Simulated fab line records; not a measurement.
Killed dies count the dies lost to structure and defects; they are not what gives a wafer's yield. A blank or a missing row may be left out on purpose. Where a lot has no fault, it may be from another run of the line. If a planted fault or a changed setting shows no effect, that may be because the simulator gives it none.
Chamber matching -- flow berkeley_cmos170 -- rie_si-02 running UCB170_GATE_ETCH_15: 3 sister chambers
The step etches poly-Si in HBr/Cl2, stops on SiO2, time 56.3 s, target depth 278.2 nm. 14 wafers are shown with their chamber, then 5 later ones without.

WAFERS WITH THEIR CHAMBER
wafer,chamber,throttle_valve_pct (%),drypump_motor_current_A (A),oes_product_au (a.u.)
L310.3,3,26.65,5.5,0.827
L310.4,2,25.86,5.5,0.849
L307.2,3,26.65,5.5,0.838
L307.3,1,26.42,5.8,0.845
L307.6,3,26.64,5.5,0.827
L311.1,1,26.40,5.8,0.854
L311.5,3,26.65,5.4,0.824
L311.6,2,25.87,5.5,0.856
L320.1,1,26.42,5.8,0.852
L320.3,2,25.86,5.5,0.856
L320.6,1,26.42,5.8,0.870
L323.2,2,25.85,5.5,0.859
L323.3,1,26.41,5.9,0.856
L323.6,1,26.40,5.8,0.853

SIGNATURES (means of the wafers above)
reading,chamber 1,chamber 2,chamber 3,scatter within a chamber
throttle_valve_pct,26.4117,25.8600,26.6475,0.0083
drypump_motor_current_A,5.817,5.500,5.475,0.0379
oes_product_au,0.85500,0.85500,0.82900,0.0068
Rule: distance of a wafer from a chamber = root of the sum over the readings of ((wafer's reading minus chamber's mean) / reading's scatter) squared. If the next closest chamber is less than 2 further off than the closest, the wafer can't be placed; otherwise it belongs to the closest. The scatter is the square root of a quotient: the sum, over the shown wafers, of each reading's squared deviation from its chamber's mean, divided by wafers minus chambers.

WAFERS WHOSE CHAMBER IS MISSING
wafer,throttle_valve_pct (%),drypump_motor_current_A (A),oes_product_au (a.u.)
L325.1,26.41,5.8,0.840
L325.2,25.86,5.5,0.842
L325.5,25.86,5.5,0.851
L329.3,26.65,5.5,0.831
L329.6,26.40,5.8,0.870

EACH ONE'S CHAMBER
wafer,from the rows above,in truth
L325.1,1,1
L325.2,2,2
L325.5,2,2
L329.3,3,3
L329.6,1,1
Placed correctly: 5 of 5. Number that these rows cannot place: 0. Number placed wrongly: 0.
